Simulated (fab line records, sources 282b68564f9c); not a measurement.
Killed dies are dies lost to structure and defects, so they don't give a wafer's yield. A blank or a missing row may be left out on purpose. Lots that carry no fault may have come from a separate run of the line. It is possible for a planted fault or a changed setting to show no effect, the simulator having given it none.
fab line records / flow rit-cmos
record lots=7 wafers=21 last-day=6
route steps=202 shown NWELL@38 PWELL@39 WELLDRIVE@50 NRETRO@53 M1@202
lots that met no fault: from a run of the same line without faults
start-h: hours from the record's opening day to when the first of the lot's shown wafers began / wait-h: how many hours have passed since the lot's step before this one / " unchanged from the row above / L1.1+2: several wafers, shown together as one row / - either no value or no given start / * or withheld: withheld / < > ~ a bound
route shown NAME@n: a module of which the file shows steps, and the number in the route of the first / usual: mean and standard deviation over wafers with no fault / same: alike in all rows / chamber/n: place in a boat / sites: each site's reading / _std_site: standard deviation across them / _edge_site: outer sites' mean less inner sites' / radius-mm: how far each site lies from the wafer's centre / mask NAME#n: copy n / behind: tool/chamber where the wafer was last shaped / hold: reason for holding the lot/hours on hold/outcome of the hold / device: the transistor (n, p or np) that didn't switch / end of line: tests run on the same wafers once the route is complete / step lacking rows: just its recipe / killed: count of dies lost to structure and defects at first sort (not the wafer's yield) / map: per-die view of a wafer (x killed, . not killed, _ where there is no die)
set.NAME: setting as actually run; set.NAME@STEP: the setting as run at that earlier step / model.NAME: the simulator's own value behind a step, which no gauge read
lots at some steps of the route; a table a step, a row a wafer
services: when a tool's chamber went out of use (start-h, in hours from the record's first day, below 0 if earlier), for how many hours, and the reason
## steps
# step RIT_NWELL_TW_MEAS_10
# usual NWELL_TW=2133/16
lot.wafer=L328.2 tool=film-metro-01 chamber=- start-h=27.64 wait-h=0.1 NWELL_TW=2155
lot.wafer=L328.3 tool=film-metro-01 chamber=- start-h=27.64 wait-h=0.1 NWELL_TW=2162
lot.wafer=L328.5 tool=film-metro-01 chamber=- start-h=27.64 wait-h=0.1 NWELL_TW=2153
lot.wafer=L329.2 tool=film-metro-01 chamber=- start-h=31.63 wait-h=0.1 NWELL_TW=2178
lot.wafer=L329.3 tool=film-metro-01 chamber=- start-h=31.63 wait-h=0.1 NWELL_TW=2161
lot.wafer=L329.4 tool=film-metro-01 chamber=- start-h=31.63 wait-h=0.1 NWELL_TW=2154
lot.wafer=L331.2 tool=film-metro-02 chamber=- start-h=43.82 wait-h=0.1 NWELL_TW=2109
lot.wafer=L331.4 tool=film-metro-02 chamber=- start-h=43.82 wait-h=0.1 NWELL_TW=2119
lot.wafer=L331.6 tool=film-metro-02 chamber=- start-h=43.82 wait-h=0.1 NWELL_TW=2118
lot.wafer=L332.3 tool=film-metro-02 chamber=- start-h=52.16 wait-h=0.1 NWELL_TW=2122
lot.wafer=L332.5 tool=film-metro-02 chamber=- start-h=52.16 wait-h=0.1 NWELL_TW=2117
lot.wafer=L332.6 tool=film-metro-02 chamber=- start-h=52.16 wait-h=0.1 NWELL_TW=2113
lot.wafer=L333.1 tool=film-metro-02 chamber=- start-h=58.94 wait-h=0.1 NWELL_TW=2114
lot.wafer=L333.4 tool=film-metro-02 chamber=- start-h=58.94 wait-h=0.1 NWELL_TW=2120
lot.wafer=L333.6 tool=film-metro-02 chamber=- start-h=58.94 wait-h=0.1 NWELL_TW=2132
lot.wafer=L335.3 tool=film-metro-01 chamber=- start-h=67.15 wait-h=0.1 NWELL_TW=2165
lot.wafer=L335.5 tool=film-metro-01 chamber=- start-h=67.15 wait-h=0.1 NWELL_TW=2161
lot.wafer=L335.6 tool=film-metro-01 chamber=- start-h=67.15 wait-h=0.1 NWELL_TW=2174
lot.wafer=L343.1 tool=film-metro-03 chamber=- start-h=103.21 wait-h=0.1 NWELL_TW=2119
lot.wafer=L343.3 tool=film-metro-03 chamber=- start-h=103.21 wait-h=0.1 NWELL_TW=2123
lot.wafer=L343.6 tool=film-metro-03 chamber=- start-h=103.21 wait-h=0.1 NWELL_TW=2116
# step RIT_PWELL_HMDS_00
# recipe prime-time-s=60 prime-temp-c=140
# step RIT_PWELL_COAT_01
# recipe resist=NOVOLAK spin-rpm=2000 resist-thk-nm=1300
# step RIT_PWELL_SOFTBAKE_02
# recipe resist=NOVOLAK temp-c=90 time-s=60
# step RIT_PWELL_EXPOSE_03
# recipe mask-id=M3 na=0.57 target-cd-nm=43700 dose-mj=250
# step RIT_PWELL_PEB_04
# recipe resist=NOVOLAK temp-c=withheld time-s=withheld
# step RIT_PWELL_DEVELOP_05
# recipe resist=NOVOLAK develop-time-s=68 dev-temp-c=23
# step RIT_PWELL_OVL_MEAS_06
# usual PWELL_OVL=-1.7/1.2
lot.wafer=L328.2 tool=overlay-01 chamber=- start-h=28.79 wait-h=- PWELL_OVL[nm]=-0.4
lot.wafer=L328.3 tool=overlay-01 chamber=- start-h=28.79 wait-h=- PWELL_OVL[nm]=-1.2
lot.wafer=L328.5 tool=overlay-01 chamber=- start-h=28.79 wait-h=- PWELL_OVL[nm]=-1.4
lot.wafer=L329.2 tool=overlay-02 chamber=- start-h=32.69 wait-h=- PWELL_OVL[nm]=-3.1
lot.wafer=L329.3 tool=overlay-02 chamber=- start-h=32.69 wait-h=- PWELL_OVL[nm]=-2.1
lot.wafer=L329.4 tool=overlay-02 chamber=- start-h=32.69 wait-h=- PWELL_OVL[nm]=-1.5
lot.wafer=L331.2 tool=overlay-02 chamber=- start-h=44.76 wait-h=- PWELL_OVL[nm]=0.1
lot.wafer=L331.4 tool=overlay-02 chamber=- start-h=44.76 wait-h=- PWELL_OVL[nm]=1.7
lot.wafer=L331.6 tool=overlay-02 chamber=- start-h=44.76 wait-h=- PWELL_OVL[nm]=0.5
lot.wafer=L332.3 tool=overlay-02 chamber=- start-h=53.09 wait-h=- PWELL_OVL[nm]=-1.4
lot.wafer=L332.5 tool=overlay-02 chamber=- start-h=53.09 wait-h=- PWELL_OVL[nm]=-0.1
lot.wafer=L332.6 tool=overlay-02 chamber=- start-h=53.09 wait-h=- PWELL_OVL[nm]=-1.2
lot.wafer=L333.1 tool=overlay-02 chamber=- start-h=59.88 wait-h=- PWELL_OVL[nm]=-3.4
lot.wafer=L333.4 tool=overlay-02 chamber=- start-h=59.88 wait-h=- PWELL_OVL[nm]=-3.4
lot.wafer=L333.6 tool=overlay-02 chamber=- start-h=59.88 wait-h=- PWELL_OVL[nm]=-2.6
lot.wafer=L335.3 tool=overlay-02 chamber=- start-h=68.08 wait-h=- PWELL_OVL[nm]=-2.4
lot.wafer=L335.5 tool=overlay-02 chamber=- start-h=68.08 wait-h=- PWELL_OVL[nm]=-4.0
lot.wafer=L335.6 tool=overlay-02 chamber=- start-h=68.08 wait-h=- PWELL_OVL[nm]=-3.4
lot.wafer=L343.1 tool=overlay-02 chamber=- start-h=104.33 wait-h=- PWELL_OVL[nm]=-2.5
lot.wafer=L343.3 tool=overlay-02 chamber=- start-h=104.33 wait-h=- PWELL_OVL[nm]=-2.4
lot.wafer=L343.6 tool=overlay-02 chamber=- start-h=104.33 wait-h=- PWELL_OVL[nm]=-0.8
# step RIT_PWELL_HARDBAKE_07
# recipe resist=NOVOLAK temp-c=140 time-s=120
# step RIT_PWELL_IMPLANT_08
# recipe species=B energy-kev=170 dose-cm2=7e+13 tilt-deg=7
# step RIT_PWELL_STRIP_09
# recipe chemistry=O2 time-s=180 resist=NOVOLAK platen-temp-c=withheld power-w=500 pressure-mtorr=4000 o2-flow-sccm=4000
# usual drypump-motor-current-A=5.9/0.4
lot.wafer=L328.2 tool=plasma-asher-02 chamber=0 start-h=29.22 wait-h=0.1 drypump-motor-current-A=5.7 rf-hours-counter-h=38
lot.wafer=L328.3 tool=plasma-asher-02 chamber=1 start-h=29.22 wait-h=0.1 drypump-motor-current-A=6.5 rf-hours-counter-h=-
lot.wafer=L328.5 tool=plasma-asher-02 chamber=1 start-h=29.22 wait-h=0.1 drypump-motor-current-A=6.5 rf-hours-counter-h=-
lot.wafer=L329.2 tool=plasma-asher-03 chamber=0 start-h=33.12 wait-h=0.1 drypump-motor-current-A=5.6 rf-hours-counter-h=25
lot.wafer=L329.3 tool=plasma-asher-03 chamber=0 start-h=33.12 wait-h=0.1 drypump-motor-current-A=5.5 rf-hours-counter-h=-
lot.wafer=L329.4 tool=plasma-asher-03 chamber=1 start-h=33.12 wait-h=0.1 drypump-motor-current-A=5.5 rf-hours-counter-h=-
lot.wafer=L331.2 tool=plasma-asher-02 chamber=0 start-h=45.19 wait-h=0.1 drypump-motor-current-A=5.7 rf-hours-counter-h=40
lot.wafer=L331.4 tool=plasma-asher-02 chamber=0 start-h=45.19 wait-h=0.1 drypump-motor-current-A=5.7 rf-hours-counter-h=-
lot.wafer=L331.6 tool=plasma-asher-02 chamber=0 start-h=45.19 wait-h=0.1 drypump-motor-current-A=5.7 rf-hours-counter-h=-
lot.wafer=L332.3 tool=plasma-asher-04 chamber=1 start-h=53.58 wait-h=0.1 drypump-motor-current-A=5.8 rf-hours-counter-h=-
lot.wafer=L332.5 tool=plasma-asher-04 chamber=1 start-h=53.58 wait-h=0.1 drypump-motor-current-A=5.8 rf-hours-counter-h=-
lot.wafer=L332.6 tool=plasma-asher-04 chamber=0 start-h=53.58 wait-h=0.1 drypump-motor-current-A=6.0 rf-hours-counter-h=-
lot.wafer=L333.1 tool=plasma-asher-04 chamber=1 start-h=60.32 wait-h=0.1 drypump-motor-current-A=5.8 rf-hours-counter-h=43
lot.wafer=L333.4 tool=plasma-asher-04 chamber=1 start-h=60.32 wait-h=0.1 drypump-motor-current-A=5.8 rf-hours-counter-h=-
lot.wafer=L333.6 tool=plasma-asher-04 chamber=1 start-h=60.32 wait-h=0.1 drypump-motor-current-A=5.8 rf-hours-counter-h=-
lot.wafer=L335.3 tool=plasma-asher-02 chamber=0 start-h=68.66 wait-h=0.1 drypump-motor-current-A=5.7 rf-hours-counter-h=-
lot.wafer=L335.5 tool=plasma-asher-02 chamber=0 start-h=68.66 wait-h=0.1 drypump-motor-current-A=5.7 rf-hours-counter-h=-
lot.wafer=L335.6 tool=plasma-asher-02 chamber=1 start-h=68.66 wait-h=0.1 drypump-motor-current-A=6.5 rf-hours-counter-h=-
lot.wafer=L343.1 tool=plasma-asher-02 chamber=1 start-h=104.77 wait-h=0.1 drypump-motor-current-A=6.6 rf-hours-counter-h=46
lot.wafer=L343.3 tool=plasma-asher-02 chamber=0 start-h=104.77 wait-h=0.1 drypump-motor-current-A=5.7 rf-hours-counter-h=-
lot.wafer=L343.6 tool=plasma-asher-02 chamber=0 start-h=104.77 wait-h=0.1 drypump-motor-current-A=5.7 rf-hours-counter-h=-
# step RIT_PWELL_TW_MEAS_10
# usual PWELL_TW=950/7
lot.wafer=L328.2 tool=film-metro-03 chamber=- start-h=29.41 wait-h=0.1 PWELL_TW=949
lot.wafer=L328.3 tool=film-metro-03 chamber=- start-h=29.41 wait-h=0.1 PWELL_TW=948
lot.wafer=L328.5 tool=film-metro-03 chamber=- start-h=29.41 wait-h=0.1 PWELL_TW=945
lot.wafer=L329.2 tool=film-metro-02 chamber=- start-h=33.31 wait-h=0.1 PWELL_TW=943
lot.wafer=L329.3 tool=film-metro-02 chamber=- start-h=33.31 wait-h=0.1 PWELL_TW=945
lot.wafer=L329.4 tool=film-metro-02 chamber=- start-h=33.31 wait-h=0.1 PWELL_TW=946
lot.wafer=L331.2 tool=film-metro-03 chamber=- start-h=45.37 wait-h=0.1 PWELL_TW=949
lot.wafer=L331.4 tool=film-metro-03 chamber=- start-h=45.37 wait-h=0.1 PWELL_TW=941
lot.wafer=L331.6 tool=film-metro-03 chamber=- start-h=45.37 wait-h=0.1 PWELL_TW=946
lot.wafer=L332.3 tool=film-metro-03 chamber=- start-h=53.71 wait-h=0.1 PWELL_TW=950
lot.wafer=L332.5 tool=film-metro-03 chamber=- start-h=53.71 wait-h=0.1 PWELL_TW=949
lot.wafer=L332.6 tool=film-metro-03 chamber=- start-h=53.71 wait-h=0.1 PWELL_TW=950
lot.wafer=L333.1 tool=film-metro-03 chamber=- start-h=60.49 wait-h=0.1 PWELL_TW=950
lot.wafer=L333.4 tool=film-metro-03 chamber=- start-h=60.49 wait-h=0.1 PWELL_TW=949
lot.wafer=L333.6 tool=film-metro-03 chamber=- start-h=60.49 wait-h=0.1 PWELL_TW=951
lot.wafer=L335.3 tool=film-metro-01 chamber=- start-h=68.80 wait-h=0.1 PWELL_TW=965
lot.wafer=L335.5 tool=film-metro-01 chamber=- start-h=68.80 wait-h=0.1 PWELL_TW=967
lot.wafer=L335.6 tool=film-metro-01 chamber=- start-h=68.80 wait-h=0.1 PWELL_TW=965
lot.wafer=L343.1 tool=film-metro-02 chamber=- start-h=104.94 wait-h=0.1 PWELL_TW=953
lot.wafer=L343.3 tool=film-metro-02 chamber=- start-h=104.94 wait-h=0.1 PWELL_TW=949
lot.wafer=L343.6 tool=film-metro-02 chamber=- start-h=104.94 wait-h=0.1 PWELL_TW=951
# step RIT_WELLDRIVE_ANNEAL_00
# recipe temp-c=1100 time-s=14700 ambient=N2
# usual run-length-s=18269/14
lot.wafer=L328.2 tool=furnace-03 chamber=0 start-h=29.83 wait-h=0.4 run-length-s=18247
lot.wafer=L328.3 tool=furnace-03 chamber=0 start-h=29.83 wait-h=0.4 run-length-s=18247
lot.wafer=L328.5 tool=furnace-03 chamber=0 start-h=29.83 wait-h=0.4 run-length-s=18247
lot.wafer=L329.2 tool=furnace-01 chamber=0 start-h=33.37 wait-h=0.0 run-length-s=18273
lot.wafer=L329.3 tool=furnace-01 chamber=0 start-h=33.37 wait-h=0.0 run-length-s=18273
lot.wafer=L329.4 tool=furnace-01 chamber=0 start-h=33.37 wait-h=0.0 run-length-s=18273
lot.wafer=L331.2 tool=furnace-01 chamber=0 start-h=51.29 wait-h=5.9 run-length-s=12401
lot.wafer=L331.4 tool=furnace-01 chamber=0 start-h=51.29 wait-h=5.9 run-length-s=12401
lot.wafer=L331.6 tool=furnace-01 chamber=0 start-h=51.29 wait-h=5.9 run-length-s=12401
lot.wafer=L332.3 tool=furnace-01 chamber=0 start-h=56.37 wait-h=2.6 run-length-s=12400
lot.wafer=L332.5 tool=furnace-01 chamber=0 start-h=56.37 wait-h=2.6 run-length-s=12400
lot.wafer=L332.6 tool=furnace-01 chamber=0 start-h=56.37 wait-h=2.6 run-length-s=12400
lot.wafer=L333.1 tool=furnace-01 chamber=0 start-h=62.77 wait-h=2.3 run-length-s=12399
lot.wafer=L333.4 tool=furnace-01 chamber=0 start-h=62.77 wait-h=2.3 run-length-s=12399
lot.wafer=L333.6 tool=furnace-01 chamber=0 start-h=62.77 wait-h=2.3 run-length-s=12399
lot.wafer=L335.3 tool=furnace-03 chamber=0 start-h=68.84 wait-h=0.0 run-length-s=18250
lot.wafer=L335.5 tool=furnace-03 chamber=0 start-h=68.84 wait-h=0.0 run-length-s=18250
lot.wafer=L335.6 tool=furnace-03 chamber=0 start-h=68.84 wait-h=0.0 run-length-s=18250
lot.wafer=L343.1 tool=furnace-04 chamber=0 start-h=105.70 wait-h=0.8 run-length-s=18279
lot.wafer=L343.3 tool=furnace-04 chamber=0 start-h=105.70 wait-h=0.8 run-length-s=18279
lot.wafer=L343.6 tool=furnace-04 chamber=0 start-h=105.70 wait-h=0.8 run-length-s=18279
# step RIT_WELLDRIVE_RS_MEAS_01
# recipe thk-meas-gauge=four-point-probe
# usual NWELL_RS=275.9/0.65
lot.wafer=L328.2 tool=film-metro-01 chamber=- start-h=34.93 wait-h=0.0 NWELL_RS[ohm/sq]=276.1
lot.wafer=L328.3 tool=film-metro-01 chamber=- start-h=34.93 wait-h=0.0 NWELL_RS[ohm/sq]=276.0
lot.wafer=L328.5 tool=film-metro-01 chamber=- start-h=34.93 wait-h=0.0 NWELL_RS[ohm/sq]=275.8
lot.wafer=L329.2 tool=film-metro-03 chamber=- start-h=38.47 wait-h=0.0 NWELL_RS[ohm/sq]=275.7
lot.wafer=L329.3 tool=film-metro-03 chamber=- start-h=38.47 wait-h=0.0 NWELL_RS[ohm/sq]=275.7
lot.wafer=L329.4 tool=film-metro-03 chamber=- start-h=38.47 wait-h=0.0 NWELL_RS[ohm/sq]=275.0
lot.wafer=L331.2 tool=film-metro-01 chamber=- start-h=56.39 wait-h=1.7 NWELL_RS[ohm/sq]=300.8
lot.wafer=L331.4 tool=film-metro-01 chamber=- start-h=56.39 wait-h=1.7 NWELL_RS[ohm/sq]=300.6
lot.wafer=L331.6 tool=film-metro-01 chamber=- start-h=56.39 wait-h=1.7 NWELL_RS[ohm/sq]=299.9
lot.wafer=L332.3 tool=film-metro-02 chamber=- start-h=61.49 wait-h=1.7 NWELL_RS[ohm/sq]=302.2
lot.wafer=L332.5 tool=film-metro-02 chamber=- start-h=61.49 wait-h=1.7 NWELL_RS[ohm/sq]=301.3
lot.wafer=L332.6 tool=film-metro-02 chamber=- start-h=61.49 wait-h=1.7 NWELL_RS[ohm/sq]=300.7
lot.wafer=L333.1 tool=film-metro-01 chamber=- start-h=67.85 wait-h=1.6 NWELL_RS[ohm/sq]=301.5
lot.wafer=L333.4 tool=film-metro-01 chamber=- start-h=67.85 wait-h=1.6 NWELL_RS[ohm/sq]=300.8
lot.wafer=L333.6 tool=film-metro-01 chamber=- start-h=67.85 wait-h=1.6 NWELL_RS[ohm/sq]=299.8
lot.wafer=L335.3 tool=film-metro-03 chamber=- start-h=73.96 wait-h=0.0 NWELL_RS[ohm/sq]=276.1
lot.wafer=L335.5 tool=film-metro-03 chamber=- start-h=73.96 wait-h=0.0 NWELL_RS[ohm/sq]=276.2
lot.wafer=L335.6 tool=film-metro-03 chamber=- start-h=73.96 wait-h=0.0 NWELL_RS[ohm/sq]=276.7
lot.wafer=L343.1 tool=film-metro-03 chamber=- start-h=110.78 wait-h=0.0 NWELL_RS[ohm/sq]=277.6
lot.wafer=L343.3 tool=film-metro-03 chamber=- start-h=110.78 wait-h=0.0 NWELL_RS[ohm/sq]=277.3
lot.wafer=L343.6 tool=film-metro-03 chamber=- start-h=110.78 wait-h=0.0 NWELL_RS[ohm/sq]=277.6
# step RIT_WELLDRIVE_RS_MEAS_02
# recipe thk-meas-gauge=four-point-probe
# usual PWELL_RS=430.1/1.1
lot.wafer=L328.2 tool=film-metro-01 chamber=- start-h=35.05 wait-h=0.1 PWELL_RS[ohm/sq]=429.1
lot.wafer=L328.3 tool=film-metro-01 chamber=- start-h=35.05 wait-h=0.1 PWELL_RS[ohm/sq]=430.4
lot.wafer=L328.5 tool=film-metro-01 chamber=- start-h=35.05 wait-h=0.1 PWELL_RS[ohm/sq]=429.3
lot.wafer=L329.2 tool=film-metro-03 chamber=- start-h=38.59 wait-h=0.1 PWELL_RS[ohm/sq]=431.3
lot.wafer=L329.3 tool=film-metro-03 chamber=- start-h=38.59 wait-h=0.1 PWELL_RS[ohm/sq]=430.7
lot.wafer=L329.4 tool=film-metro-03 chamber=- start-h=38.59 wait-h=0.1 PWELL_RS[ohm/sq]=431.2
lot.wafer=L331.2 tool=film-metro-01 chamber=- start-h=56.51 wait-h=0.1 PWELL_RS[ohm/sq]=457.7
lot.wafer=L331.4 tool=film-metro-01 chamber=- start-h=56.51 wait-h=0.1 PWELL_RS[ohm/sq]=456.9
lot.wafer=L331.6 tool=film-metro-01 chamber=- start-h=56.51 wait-h=0.1 PWELL_RS[ohm/sq]=456.6
lot.wafer=L332.3 tool=film-metro-02 chamber=- start-h=61.61 wait-h=0.1 PWELL_RS[ohm/sq]=453.2
lot.wafer=L332.5 tool=film-metro-02 chamber=- start-h=61.61 wait-h=0.1 PWELL_RS[ohm/sq]=454.0
lot.wafer=L332.6 tool=film-metro-02 chamber=- start-h=61.61 wait-h=0.1 PWELL_RS[ohm/sq]=454.3
lot.wafer=L333.1 tool=film-metro-01 chamber=- start-h=67.97 wait-h=0.1 PWELL_RS[ohm/sq]=454.0
lot.wafer=L333.4 tool=film-metro-01 chamber=- start-h=67.97 wait-h=0.1 PWELL_RS[ohm/sq]=455.1
lot.wafer=L333.6 tool=film-metro-01 chamber=- start-h=67.97 wait-h=0.1 PWELL_RS[ohm/sq]=454.5
lot.wafer=L335.3 tool=film-metro-03 chamber=- start-h=74.08 wait-h=0.1 PWELL_RS[ohm/sq]=432.1
lot.wafer=L335.5 tool=film-metro-03 chamber=- start-h=74.08 wait-h=0.1 PWELL_RS[ohm/sq]=430.9
lot.wafer=L335.6 tool=film-metro-03 chamber=- start-h=74.08 wait-h=0.1 PWELL_RS[ohm/sq]=431.5
lot.wafer=L343.1 tool=film-metro-03 chamber=- start-h=110.90 wait-h=0.1 PWELL_RS[ohm/sq]=430.6
lot.wafer=L343.3 tool=film-metro-03 chamber=- start-h=110.90 wait-h=0.1 PWELL_RS[ohm/sq]=431.6
lot.wafer=L343.6 tool=film-metro-03 chamber=- start-h=110.90 wait-h=0.1 PWELL_RS[ohm/sq]=431.3
# step RIT_NRETRO_HMDS_00
# recipe prime-time-s=60 prime-temp-c=140
# step RIT_M1_PROBE_99
# usual killed_at_M0_to_M3=0.0/0.12 killed-at-contacts=0.0/0.2 killed-at-front-end=6.8/3 killed-dies=6.9/3 killed-open=3.3/1.9 killed-short=3.6/1.9
# same gross-dies=264 killed_at_M4_up=0 killed-at-back-side=0 killed-at-other=0
lot.wafer=L331.2 tool=prober-02 chamber=- start-h=89.05 wait-h=0.1 killed_at_M0_to_M3=0 killed-at-contacts=0 killed-at-front-end=7 killed-dies=7 killed-open=2 killed-short=5
lot.wafer=L331.4 tool=prober-02 chamber=- start-h=89.15 wait-h=0.2 killed_at_M0_to_M3=0 killed-at-contacts=1 killed-at-front-end=4 killed-dies=5 killed-open=2 killed-short=3
lot.wafer=L331.6 tool=prober-02 chamber=- start-h=89.25 wait-h=0.2 killed_at_M0_to_M3=0 killed-at-contacts=0 killed-at-front-end=8 killed-dies=8 killed-open=2 killed-short=6
lot.wafer=L332.3 tool=prober-01 chamber=- start-h=95.05 wait-h=0.2 killed_at_M0_to_M3=0 killed-at-contacts=0 killed-at-front-end=8 killed-dies=8 killed-open=4 killed-short=4
lot.wafer=L332.5 tool=prober-01 chamber=- start-h=95.15 wait-h=0.2 killed_at_M0_to_M3=0 killed-at-contacts=0 killed-at-front-end=9 killed-dies=9 killed-open=3 killed-short=6
lot.wafer=L332.6 tool=prober-01 chamber=- start-h=95.20 wait-h=0.2 killed_at_M0_to_M3=0 killed-at-contacts=0 killed-at-front-end=7 killed-dies=7 killed-open=3 killed-short=4
lot.wafer=L333.1 tool=prober-02 chamber=- start-h=102.15 wait-h=0.1 killed_at_M0_to_M3=0 killed-at-contacts=0 killed-at-front-end=7 killed-dies=7 killed-open=6 killed-short=1
lot.wafer=L333.4 tool=prober-02 chamber=- start-h=102.30 wait-h=0.2 killed_at_M0_to_M3=0 killed-at-contacts=0 killed-at-front-end=7 killed-dies=7 killed-open=6 killed-short=1
lot.wafer=L333.6 tool=prober-02 chamber=- start-h=102.40 wait-h=0.2 killed_at_M0_to_M3=0 killed-at-contacts=0 killed-at-front-end=7 killed-dies=7 killed-open=5 killed-short=2
lot.wafer=L335.3 tool=prober-01 chamber=- start-h=104.13 wait-h=0.2 killed_at_M0_to_M3=0 killed-at-contacts=0 killed-at-front-end=10 killed-dies=10 killed-open=3 killed-short=7
lot.wafer=L335.5 tool=prober-01 chamber=- start-h=104.23 wait-h=0.2 killed_at_M0_to_M3=0 killed-at-contacts=0 killed-at-front-end=8 killed-dies=8 killed-open=2 killed-short=6
lot.wafer=L335.6 tool=prober-01 chamber=- start-h=104.28 wait-h=0.2 killed_at_M0_to_M3=0 killed-at-contacts=0 killed-at-front-end=9 killed-dies=9 killed-open=4 killed-short=5
lot.wafer=L343.1 tool=prober-02 chamber=- start-h=140.25 wait-h=0.1 killed_at_M0_to_M3=0 killed-at-contacts=0 killed-at-front-end=4 killed-dies=4 killed-open=2 killed-short=2
lot.wafer=L343.3 tool=prober-02 chamber=- start-h=140.35 wait-h=0.2 killed_at_M0_to_M3=0 killed-at-contacts=0 killed-at-front-end=7 killed-dies=7 killed-open=3 killed-short=4
lot.wafer=L343.6 tool=prober-02 chamber=- start-h=140.50 wait-h=0.2 killed_at_M0_to_M3=0 killed-at-contacts=0 killed-at-front-end=4 killed-dies=4 killed-open=3 killed-short=1
# killed by level:class
L331.2 SPACER:geometric-particle:short=2 SILICIDE:geometric-particle:short=2 GATE:geometric-particle:open=1 GATE:geometric-particle:short=1 REOX:geometric-particle:open=1
L331.4 SPACER:geometric-particle:short=2 FOX1:geometric-particle:open=1 SPACER:geometric-particle:open=1 CONTACT:geometric-particle:short=1
L331.6 GATE:geometric-particle:short=3 SPACER:geometric-particle:short=2 FOX1:geometric-particle:short=1 GATE:geometric-particle:open=1 REOX:geometric-particle:open=1
L332.3 GATE:geometric-particle:open=4 GATE:geometric-particle:short=2 REOX:geometric-particle:short=2
L332.5 GATE:geometric-particle:short=3 GATE:geometric-particle:open=3 FOX1:geometric-particle:short=1 REOX:geometric-particle:short=1 SILICIDE:geometric-particle:short=1
L332.6 GATE:geometric-particle:short=3 FOX1:geometric-particle:open=1 GATE:geometric-particle:open=1 SPACER:geometric-particle:open=1 SILICIDE:geometric-particle:short=1
L333.1 SPACER:geometric-particle:open=3 GATE:geometric-particle:open=2 FOX2:geometric-particle:open=1 FOX2:geometric-particle:short=1
L333.4 SILICIDE:geometric-particle:open=3 SPACER:geometric-particle:open=2 FOX1:geometric-particle:open=1 GATE:geometric-particle:short=1
L333.6 GATE:geometric-particle:open=3 FOX1:geometric-particle:open=1 REOX:geometric-particle:short=1 SPACER:geometric-particle:short=1 SPACER:geometric-particle:open=1
L335.3 SPACER:geometric-particle:short=3 FOX1:geometric-particle:short=2 FOX1:geometric-particle:open=1 FOX2:geometric-particle:open=1 GATE:geometric-particle:short=1 REOX:geometric-particle:open=1 REOX:geometric-particle:short=1
L335.5 GATE:geometric-particle:short=2 SPACER:geometric-particle:short=2 FOX2:geometric-particle:short=1 GATE:geometric-particle:open=1 REOX:geometric-particle:open=1 REOX:geometric-particle:short=1
L335.6 GATE:geometric-particle:short=4 GATE:geometric-particle:open=2 REOX:geometric-particle:open=2 REOX:geometric-particle:short=1
L343.1 GATE:geometric-particle:open=1 GATE:geometric-particle:short=1 SPACER:geometric-particle:open=1 SILICIDE:geometric-particle:short=1
L343.3 REOX:geometric-particle:short=2 SPACER:geometric-particle:short=2 FOX1:geometric-particle:open=1 GATE:geometric-particle:open=1 SILICIDE:geometric-particle:open=1
L343.6 GATE:geometric-particle:open=3 SPACER:geometric-particle:short=1
## services
tool=furnace-01 chamber=- start-h=11.55 hours=1.4 kind=repair
tool=plasma-asher-03 chamber=- start-h=16.05 hours=4.5 kind=repair
tool=furnace-03 chamber=- start-h=43.44 hours=3.8 kind=pm
tool=plasma-asher-04 chamber=- start-h=46.25 hours=2.0 kind=repair
tool=furnace-01 chamber=- start-h=48.56 hours=2.7 kind=pm
## key
first-sign step=RIT_WELLDRIVE_ANNEAL_00 reading=run-length-s direction=down sigmas=99+ usual=* struck=*
effect step=RIT_WELLDRIVE_RS_MEAS_01 reading=NWELL_RS direction=up sigmas=39 usual=275.9 struck=300.8
effect step=RIT_WELLDRIVE_RS_MEAS_02 reading=PWELL_RS direction=up sigmas=23 usual=430.1 struck=455.1
met-at RIT_WELLDRIVE_ANNEAL_00
struck-wafers L331.2,L331.4,L331.6,L332.3,L332.5,L332.6,L333.1,L333.4,L333.6
tester-left-out L331,L332,L333
fault kind=process-parameter-drift tool=furnace-01 chamber=- onset-h=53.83 steps=RIT_WELLDRIVE_ANNEAL_00 channel=time-s offset=* shape=step end-h=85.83 acts-in=* stated=*
# tester-left-out: of these lots the tester's yield and bins aren't shown, on N5 and GAA mostly nor the transistor test; their killed dies are dies lost to structure and defects alone, not to doping, threshold or leakage, so they don't give the yield
